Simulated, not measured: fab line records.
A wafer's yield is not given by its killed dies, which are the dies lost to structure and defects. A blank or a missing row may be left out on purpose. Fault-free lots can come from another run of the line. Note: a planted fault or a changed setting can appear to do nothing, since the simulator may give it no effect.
fab line records	flow berkeley_cmos170
[record] lots = 5	wafers = 15	last_day = 11
route steps=331 shown M1@244 V1@254
lots untouched by any fault: they come from a run of this same line in which no faults occurred
start_h: hours from the record's first day to the start of the lot's first wafer shown	wait_h: hours from the lot's prior step to this one	" same as the row above	L1.1+2: a row that stands for several wafers	- no value present, or no start provided	* or withheld: withheld	< > ~ a bound
route shown NAME@n: a module of which the file shows steps, and the number in the route of the first	usual: mean and standard deviation over wafers with no fault	same: alike in all rows	chamber/n: place in a boat	sites: per-site readings	_std_site: the values' standard deviation	_edge_site: inner sites' mean taken away from outer sites' mean	radius_mm: how far each site lies from the wafer's centre	mask NAME#n: copy n	behind: tool/chamber where the wafer was last shaped	hold: reason for holding the lot/hours on hold/outcome of the hold	device: the transistor (n, p or np) that didn't switch	end of line: the tests these same wafers got at the end of their route	for a step that has no rows: nothing shown but its recipe	killed: dies lost to structure and defects at the first sort, not the wafer's yield	map: dies across one wafer; x = killed, . = not, _ = none there
set.NAME: setting as actually run; set.NAME@STEP: the setting as run at that earlier step	model.NAME: the simulator's own value behind a step, which no gauge read
a table for each step, a row for each wafer; lots at some steps of the route
services: the hour from which a tool's chamber was out of use, counted from the record's first day as start_h (under 0 if before that day), plus the number of hours and why
[[steps]]
[step UCB170_M1_EXPOSE_06]
[recipe] mask_id = METAL1	target_cd_nm = 700	na = 0.5	sigma_outer = 0.6	source_shape = conventional	dose_mj = 21
[step UCB170_M1_PEB_07]
[recipe] peb_temp_c = 130	peb_time_s = withheld	resist = KrF
[step UCB170_M1_DEVELOP_08]
[recipe] developer = TMAH	develop_time_s = 45	resist = KrF	dev_temp_c = 21
[step UCB170_M1_CD_MEAS_09]
[recipe] target_cd_nm = 700
[usual] cd_nm = 700.0/1.2
lot.wafer	tool	chamber	start_h	wait_h	cd_nm
L249.4	cd_sem-01	-	141.42	-	700.6
L249.5	"	-	"	"	700.8
L249.6	"	-	"	"	701.0
L253.3	cd_sem-01	-	174.77	-	699.0
L253.4	"	-	"	"	699.4
L253.6	"	-	"	"	699.6
L263.1	cd_sem-02	-	226.63	-	702.4
L263.3	"	-	"	"	702.5
L263.6	"	-	"	"	701.7
L267.2	cd_sem-02	-	240.60	-	698.3
L267.3	"	-	"	"	700.2
L267.6	"	-	"	"	699.9
L270.1	cd_sem-01	-	250.36	-	702.4
L270.3	"	-	"	"	702.7
L270.5	"	-	"	"	702.4
[step UCB170_M1_OVL_MEAS_10]
[usual] M1_OVL = 2/5.3
lot.wafer	tool	chamber	start_h	wait_h	M1_OVL[nm]
L249.4	overlay-01	-	141.50	0.1	-5
L249.5	"	-	"	"	4
L249.6	"	-	"	"	5
L253.3	overlay-01	-	174.86	0.1	14
L253.4	"	-	"	"	-2
L253.6	"	-	"	"	9
L263.1	overlay-02	-	226.75	0.1	3
L263.3	"	-	"	"	-1
L263.6	"	-	"	"	3
L267.2	overlay-01	-	240.71	0.1	-5
L267.3	"	-	"	"	-9
L267.6	"	-	"	"	-6
L270.1	overlay-02	-	250.48	0.1	5
L270.3	"	-	"	"	7
L270.5	"	-	"	"	5
[step UCB170_M1_ETCH_11]
[recipe] chemistry = N2/H2	target_depth_a = withheld	overetch_a = withheld	target = BARC	time_s = withheld	source_w = 500	bias_w = 100	pressure_mtorr = 30	n2_flow_sccm = 100	h2_flow_sccm = 200
[usual] drypump_motor_current_A = 5.8/0.52	oes_product_au = 0.997/0.016	rf_fwd_power_W = 495.6/1.7	throttle_valve_pct = 13.25/0.17
lot.wafer	tool	chamber	start_h	wait_h	drypump_motor_current_A	oes_product_au	rf_fwd_power_W	throttle_valve_pct
L249.4	rie_diel-03	1	141.52	0.0	6.0	1.000	495.8	13.30
L249.5	"	0	"	"	6.3	0.988	496.7	13.10
L249.6	"	1	"	"	6.0	0.990	495.4	13.32
L253.3	rie_diel-03	0	174.89	0.0	6.3	0.983	497.8	13.11
L253.4	"	2	"	"	6.2	0.962	497.2	13.53
L253.6	"	0	"	"	6.4	0.984	498.0	13.10
L263.1	rie_diel-03	2	226.79	0.0	6.2	0.978	494.3	13.54
L263.3	"	0	"	"	6.3	0.966	499.2	13.10
L263.6	"	0	"	"	6.3	0.974	498.7	13.11
L267.2	rie_diel-03	2	240.74	0.0	6.2	0.967	500.0	13.55
L267.3	"	1	"	"	6.1	0.992	494.0	13.31
L267.6	"	0	"	"	6.4	0.970	496.0	13.11
L270.1	rie_diel-02	0	250.51	0.0	5.9	1.007	496.8	13.52
L270.3	"	2	"	"	6.7	0.981	495.6	13.26
L270.5	"	2	"	"	6.7	0.986	494.8	13.26
[step UCB170_M1_METAL_ETCH_12]
[recipe] chemistry = Cl2/BCl3	target = Al	stop_on = PSG	pressure_mtorr = 12	target_depth_a = 7800	over_etch_frac = 0.3	time_s = 130	icp_w = 600	bias_w = 120	Cl2_flow_sccm = 90	bcl3_flow_sccm = 45
[usual] drypump_motor_current_A = 5.8/0.53	oes_product_au = 0.850/0.012	rf_fwd_power_W = 595.7/2	throttle_valve_pct = 24.36/0.25
lot.wafer	tool	chamber	start_h	wait_h	drypump_motor_current_A	oes_product_au	rf_fwd_power_W	rf_hours_counter_h	throttle_valve_pct
L249.4	rie_metal-04	1	141.61	-	6.1	0.836	596.6	-	24.65
L249.5	"	0	"	"	6.4	0.849	597.1	-	24.19
L249.6	"	1	"	"	6.1	0.834	597.4	-	24.68
L253.3	rie_metal-04	0	174.97	-	6.4	0.850	600.5	-	24.18
L253.4	"	1	"	"	6.0	0.840	593.3	-	24.66
L253.6	"	0	"	"	6.3	0.860	597.6	-	24.20
L263.1	rie_metal-01	1	226.83	-	6.3	0.858	598.5	10.5	24.00
L263.3	"	0	"	"	5.1	0.863	595.9	-	24.39
L263.6	"	0	"	"	5.1	0.849	593.4	-	24.40
L267.2	rie_metal-02	0	240.78	-	5.0	0.874	594.4	7.8	24.05
L267.3	"	0	"	"	5.0	0.866	595.8	-	24.06
L267.6	"	1	"	"	6.1	0.849	594.9	-	24.51
L270.1	rie_metal-04	1	250.55	-	6.1	0.852	593.8	9.7	24.67
L270.3	"	1	"	"	6.0	0.837	595.9	-	24.68
L270.5	"	1	"	"	6.1	0.835	594.8	-	24.66
[step UCB170_M1_STRIP_13]
[recipe] chemistry = O2	power_w = 400	pressure_mtorr = 3500	platen_temp_c = withheld	o2_flow_sccm = 400	overash_fraction = 0.5
[usual] drypump_motor_current_A = 5.88/0.22	oes_product_au = 0.720/0.0051
lot.wafer	tool	chamber	start_h	wait_h	drypump_motor_current_A	oes_product_au	rf_hours_counter_h
L249.4	plasma_asher-03	0	141.73	0.1	6.16	0.719	-
L249.5	"	0	"	"	6.14	0.719	-
L249.6	"	1	"	"	5.65	0.719	-
L253.3	plasma_asher-03	0	175.09	0.1	6.14	0.727	-
L253.4	"	1	"	"	5.68	0.728	-
L253.6	"	1	"	"	5.71	0.721	-
L263.1	plasma_asher-03	0	226.96	0.1	6.16	0.724	45
L263.3	"	0	"	"	6.17	0.718	-
L263.6	"	0	"	"	6.17	0.720	-
L267.2	plasma_asher-04	1	240.91	0.1	5.87	0.727	56
L267.3	"	1	"	"	5.86	0.722	-
L267.6	"	1	"	"	5.85	0.724	-
L270.1	plasma_asher-01	0	250.82	0.2	5.87	0.722	15
L270.3	"	1	"	"	5.58	0.708	-
L270.5	"	0	"	"	5.90	0.722	-
[step UCB170_M1_CD_MEAS_90]
[recipe] target_cd_nm = 700
[usual] cd_nm = 700.2/2.4
lot.wafer	tool	chamber	start_h	wait_h	cd_nm
L249.4	cd_sem-01	-	141.86	0.1	699.3
L249.5	"	-	"	"	697.5
L249.6	"	-	"	"	700.5
L253.3	cd_sem-02	-	175.20	0.1	697.4
L253.4	"	-	"	"	700.4
L253.6	"	-	"	"	698.4
L263.1	cd_sem-02	-	227.06	0.1	701.4
L263.3	"	-	"	"	703.7
L263.6	"	-	"	"	703.4
L267.2	cd_sem-01	-	241.03	0.1	701.0
L267.3	"	-	"	"	702.2
L267.6	"	-	"	"	699.6
L270.1	cd_sem-02	-	251.00	0.1	700.9
L270.3	"	-	"	"	702.1
L270.5	"	-	"	"	701.6
[step UCB170_M1_ANNEAL_14]
[recipe] temp_c = 400	time_s = 1200	ambient = forming_gas
[step UCB170_V1_CVD_00]
[recipe] material = SiO2	target_thk_nm = 2000	temp_c = 390	precursor = TEOS/O2	time_s = 250	rf_w = 550	pressure_mtorr = 9000
[usual] heater_power_w = 230/68	rf_fwd_power_W = 548.6/1.7
lot.wafer	tool	chamber	start_h	wait_h	heater_power_w	rf_fwd_power_W
L249.4	pecvd-01	1	148.09	0.1	365	549.3
L249.5	"	0	"	"	251	547.5
L249.6	"	2	"	"	267	547.2
L253.3	pecvd-01	2	180.48	0.0	192	547.6
L253.4	"	0	"	"	348	549.6
L253.6	"	2	"	"	264	549.5
L263.1	pecvd-01	2	229.27	0.0	232	550.1
L263.3	"	0	"	"	358	550.7
L263.6	"	1	"	"	261	550.2
L267.2	pecvd-04	2	243.11	0.0	211	548.5
L267.3	"	1	"	"	234	548.2
L267.6	"	1	"	"	154	547.0
L270.1	pecvd-04	0	255.08	0.0	272	548.4
L270.3	"	1	"	"	232	550.3
L270.5	"	0	"	"	323	548.2
[step UCB170_V1_THK_MEAS_01]
[recipe] reads = SiO2_of_V1_CVD_00
[usual] V1_TEOS_THK = 1995/28
lot.wafer	tool	chamber	start_h	wait_h	V1_TEOS_THK[nm]
L249.4	film_metro-02	-	148.20	0.0	1991
L249.5	"	-	"	"	2034
L249.6	"	-	"	"	2028
L253.3	film_metro-01	-	180.65	0.1	1990
L253.4	"	-	"	"	2030
L253.6	"	-	"	"	2035
L263.1	film_metro-02	-	229.43	0.1	1964
L263.3	"	-	"	"	1954
L263.6	"	-	"	"	1954
L267.2	film_metro-02	-	243.27	0.1	2015
L267.3	"	-	"	"	2001
L267.6	"	-	"	"	2021
L270.1	film_metro-04	-	255.24	0.1	1966
L270.3	"	-	"	"	1968
L270.5	"	-	"	"	1996
[step UCB170_V1_CMP_02]
[recipe] material = SiO2	down_force_psi = 6	platen_rpm = 60	pad_velocity_m_s = 0.75398
[usual] motor_current_A = 15.6/0.97
lot.wafer	tool	chamber	start_h	wait_h	motor_current_A	model.SiO2_of_V1_CVD_00.thk_nm
L249.4	cmp-01	0	148.28	0.1	16.0	1001
L249.6	"	3	"	"	16.4	998.6
L249.5	"	0	"	"	16.6	998.7
L253.3	cmp-02	0	180.74	0.1	15.6	1002
L253.4	"	1	"	"	14.9	1002
L253.6	"	0	"	"	15.5	1002
L263.1	cmp-01	0	229.49	0.1	15.9	1250
L263.3	"	1	"	"	15.5	999.9
L263.6	"	0	"	"	16.1	1251
L267.3	cmp-02	0	243.37	0.1	15.8	1002
L267.2	"	1	"	"	14.9	1001
L267.6	"	3	"	"	15.3	1001
L270.1	cmp-02	3	255.35	0.1	15.0	1000
L270.3	"	1	"	"	15.6	999.5
L270.5	"	2	"	"	17.1	1001
[step UCB170_V1_BOW_MEAS_03]
[recipe] mode = bow
[usual] V1_BOW = 19/6.4
lot.wafer	tool	chamber	start_h	wait_h	V1_BOW[um]
L249.4	film_metro-04	-	148.59	0.3	20
L249.5	"	-	"	"	8
L249.6	"	-	"	"	24
L253.3	film_metro-04	-	181.03	0.2	11
L253.4	"	-	"	"	21
L253.6	"	-	"	"	11
L263.1	film_metro-04	-	229.79	0.2	9
L263.3	"	-	"	"	8
L263.6	"	-	"	"	19
L267.2	film_metro-02	-	243.64	0.2	19
L267.3	"	-	"	"	31
L267.6	"	-	"	"	27
L270.1	film_metro-04	-	255.60	0.2	30
L270.3	"	-	"	"	22
L270.5	"	-	"	"	15
[step UCB170_V1_THK_MEAS_04]
[recipe] reads = SiO2_of_V1_CVD_00
[usual] V1_POLISHED_THK = 1000.0/1.1
lot.wafer	tool	chamber	start_h	wait_h	V1_POLISHED_THK[nm]
L249.4	film_metro-04	-	148.68	0.1	999.5
L249.5	"	-	"	"	999.3
L249.6	"	-	"	"	998.3
L253.3	film_metro-04	-	181.13	0.1	1001.3
L253.4	"	-	"	"	1000.6
L253.6	"	-	"	"	1002.8
L263.1	film_metro-04	-	229.91	0.1	1249.8
L263.3	"	-	"	"	999.9
L263.6	"	-	"	"	1250.3
L267.2	film_metro-02	-	243.75	0.1	1000.5
L267.3	"	-	"	"	1002.5
L267.6	"	-	"	"	1000.7
L270.1	film_metro-04	-	255.72	0.1	1000.8
L270.3	"	-	"	"	1000.1
L270.5	"	-	"	"	1000.2
[step UCB170_V1_CLEAN_05]
[recipe] chemistry = DIW
[step UCB170_V1_HMDS_06]
[recipe] prime_time_s = 60	prime_temp_c = 100
[step UCB170_V1_COAT_07]
[recipe] resist = KrF	spin_rpm = 1500	resist_thk_nm = 900
[step UCB170_V1_SOFTBAKE_08]
[recipe] resist = KrF	temp_c = 130	time_s = 60
[step UCB170_V1_EXPOSE_09]
[recipe] mask_id = VIA1	target_cd_nm = 700	na = 0.5	sigma_outer = 0.6	source_shape = conventional	dose_mj = 37
[step UCB170_V1_PEB_10]
[recipe] peb_temp_c = 130	peb_time_s = withheld	resist = KrF
[step UCB170_V1_DEVELOP_11]
[recipe] developer = TMAH	develop_time_s = 45	resist = KrF	dev_temp_c = 21
[step UCB170_V1_CD_MEAS_12]
[recipe] target_cd_nm = 700
[usual] cd_nm = 700.3/1.2
lot.wafer	tool	chamber	start_h	wait_h	cd_nm
L249.4	cd_sem-02	-	149.99	-	702.4
L249.5	"	-	"	"	701.5
L249.6	"	-	"	"	701.9
L253.3	cd_sem-02	-	183.27	-	701.4
L253.4	"	-	"	"	700.7
L253.6	"	-	"	"	702.0
L263.1	cd_sem-01	-	233.89	-	700.5
L263.3	"	-	"	"	701.2
L263.6	"	-	"	"	700.9
L267.2	cd_sem-01	-	248.84	-	698.4
L267.3	"	-	"	"	699.5
L267.6	"	-	"	"	698.2
L270.1	cd_sem-01	-	257.32	-	699.2
L270.3	"	-	"	"	697.3
L270.5	"	-	"	"	700.0
[step UCB170_V1_OVL_MEAS_13]
[usual] V1_OVL = 3/5
lot.wafer	tool	chamber	start_h	wait_h	V1_OVL[nm]
L249.4	overlay-01	-	150.07	0.1	-1
L249.5	"	-	"	"	4
L249.6	"	-	"	"	6
L253.3	overlay-02	-	183.36	0.1	6
L253.4	"	-	"	"	7
L253.6	"	-	"	"	9
L263.1	overlay-02	-	234.01	0.1	1
L263.3	"	-	"	"	10
L263.6	"	-	"	"	1
L267.2	overlay-02	-	248.94	0.1	-4
L267.3	"	-	"	"	-2
L267.6	"	-	"	"	-7
L270.1	overlay-02	-	257.44	0.1	3
L270.3	"	-	"	"	0
L270.5	"	-	"	"	3
[step UCB170_V1_ETCH_14]
[recipe] chemistry = CHF3/CF4/Ar	target = SiO2	stop_on = Al	CHF3_flow_sccm = 45	cf4_flow_sccm = 15	Ar_flow_sccm = 150	pressure_mtorr = 200	rf_w = 700	target_depth_a = 12500	over_etch_frac = 0.25	time_s = 291
[usual] cf4_flow_sccm = 15.00/0.05	drypump_motor_current_A = 5.8/0.49	oes_product_au = 0.873/0.0088	rf_fwd_power_W = 698.5/2.1	throttle_valve_pct = 6.91/0.14
lot.wafer	tool	chamber	start_h	wait_h	cf4_flow_sccm	drypump_motor_current_A	oes_product_au	rf_fwd_power_W	rf_hours_counter_h	throttle_valve_pct	model.V1.feature_depth_nm	model.etch.depth_nm
L249.4	rie_diel-04	1	150.09	0.0	14.96	5.5	0.877	696.5	75	6.90	1001	1001
L249.5	"	1	"	"	14.97	5.4	0.861	696.6	-	6.87	999.2	998.7
L249.6	"	2	"	"	14.96	6.0	0.870	700.7	-	6.75	998.6	998.6
L253.3	rie_diel-04	0	183.39	0.0	15.04	5.4	0.865	699.6	54	7.06	1002	1002
L253.4	"	3	"	"	14.99	5.2	0.881	697.5	21	6.85	1002	1002
L253.6	"	0	"	"	15.00	5.4	0.883	698.5	-	7.08	1003	1002
L263.1	rie_diel-04	2	234.05	0.0	15.14	6.0	0.988	697.4	18	6.76	1237	1237
L263.3	"	3	"	"	15.04	5.2	0.883	696.2	24	6.85	999.9	999.9
L263.6	"	0	"	"	14.95	5.4	0.990	698.0	-	7.08	1251	1251
L267.2	rie_diel-03	0	248.97	0.0	14.93	6.4	0.872	695.9	24	6.73	1001	1001
L267.3	"	2	"	"	15.01	6.1	0.868	700.3	11	7.14	1002	1002
L267.6	"	2	"	"	15.00	6.1	0.857	699.7	-	7.15	1001	1001
L270.1	rie_diel-01	1	257.47	0.0	14.96	5.9	0.869	694.5	17	6.94	1001	1000
L270.3	"	3	"	"	15.12	4.7	0.889	700.3	132	7.04	999.6	999.5
L270.5	"	0	"	"	14.99	5.4	0.890	699.5	-	6.86	1001	1001
[step UCB170_V1_STRIP_15]
[recipe] chemistry = O2	power_w = 400	pressure_mtorr = 3500	platen_temp_c = withheld	o2_flow_sccm = 400	overash_fraction = 0.5
[usual] drypump_motor_current_A = 5.7/0.34	oes_product_au = 0.722/0.0046	strip_time_to_endpoint_s = 15.32/0.12
lot.wafer	tool	chamber	start_h	wait_h	drypump_motor_current_A	oes_product_au	rf_hours_counter_h	strip_time_to_endpoint_s
L249.4	plasma_asher-04	0	150.30	0.1	6.0	0.731	-	15.19
L249.5	"	1	"	"	5.9	0.721	-	15.19
L249.6	"	0	"	"	6.0	0.731	-	15.53
L253.3	plasma_asher-04	0	183.60	0.1	6.1	0.729	-	15.13
L253.4	"	1	"	"	5.8	0.717	-	15.41
L253.6	"	0	"	"	6.1	0.715	-	15.21
L263.1	plasma_asher-04	1	234.23	0.1	5.8	0.732	56	15.42
L263.3	"	1	"	"	5.8	0.721	-	15.30
L263.6	"	0	"	"	6.0	0.724	-	15.20
L267.2	plasma_asher-03	0	249.15	0.1	6.1	0.726	48	15.46
L267.3	"	0	"	"	6.1	0.719	-	15.34
L267.6	"	1	"	"	5.7	0.731	-	15.36
L270.1	plasma_asher-02	0	257.65	0.1	5.3	0.716	57	15.29
L270.3	"	1	"	"	5.2	0.723	-	15.45
L270.5	"	1	"	"	5.2	0.720	-	15.30
[[services]]
tool	chamber	start_h	hours	kind
rie_diel-01	-	123.40	2.8	pm
cmp-02	-	125.48	0.5	repair
rie_diel-04	0	127.66	2.3	repair
rie_metal-02	-	128.43	0.6	repair
pecvd-04	-	135.50	14.0	pm
cmp-02	-	136.52	1.3	repair
cmp-02	-	140.08	5.3	pm
rie_metal-02	-	147.13	1.4	pm
rie_diel-01	3	151.80	3.4	repair
rie_diel-02	2	151.80	5.0	repair
cmp-01	-	153.38	1.0	repair
plasma_asher-01	-	154.07	4.2	repair
rie_diel-01	3	158.93	10.0	repair
cmp-01	-	172.09	3.3	repair
pecvd-04	-	175.36	0.3	repair
pecvd-04	2	179.63	15.3	repair
plasma_asher-03	-	190.59	2.2	repair
pecvd-04	1	204.00	6.2	repair
plasma_asher-04	-	208.72	2.0	repair
cmp-02	-	209.12	4.9	repair
plasma_asher-03	-	216.96	1.2	repair
cmp-02	-	218.12	12.9	pm
cmp-01	-	232.00	4.0	pm
pecvd-01	-	242.50	14.0	pm
[[key]]
[first_sign] step = UCB170_V1_THK_MEAS_04	reading = V1_POLISHED_THK	direction = up	sigmas = 99+	usual = 1000.0	struck = 1250.0
[effect] step = UCB170_V1_ETCH_14	reading = oes_product_au	direction = up	sigmas = 13	usual = 0.873	struck = 0.989
[model_effect] step = UCB170_V1_CMP_02	value = SiO2_of_V1_CVD_00.thk_nm	without = 1000	struck = 1250
[model_effect] step = UCB170_V1_ETCH_14	value = V1.feature_depth_nm	without = 1001	struck = 1244
met_at UCB170_V1_CMP_02
struck_wafers L263.1,L263.6
later_rows_left_out L263.1
sort_left_out L263.1,L263.6
onset_between 148.28 229.49
[fault] kind = process_parameter_drift	tool = cmp-01	chamber = 0	onset_h = 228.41	steps = UCB170_V1_CMP_02	channel = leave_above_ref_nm	offset = 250	shape = step	end_h = 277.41	acts_in = these_recipes_only	stated = 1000
// sort_left_out: the simulated sort isn't trusted on such a fault, so these wafers' sort isn't shown, and their yield isn't known
// later_rows_left_out: the simulator's readings of these wafers behind a module that went badly wrong aren't trusted and aren't shown, but for the sort
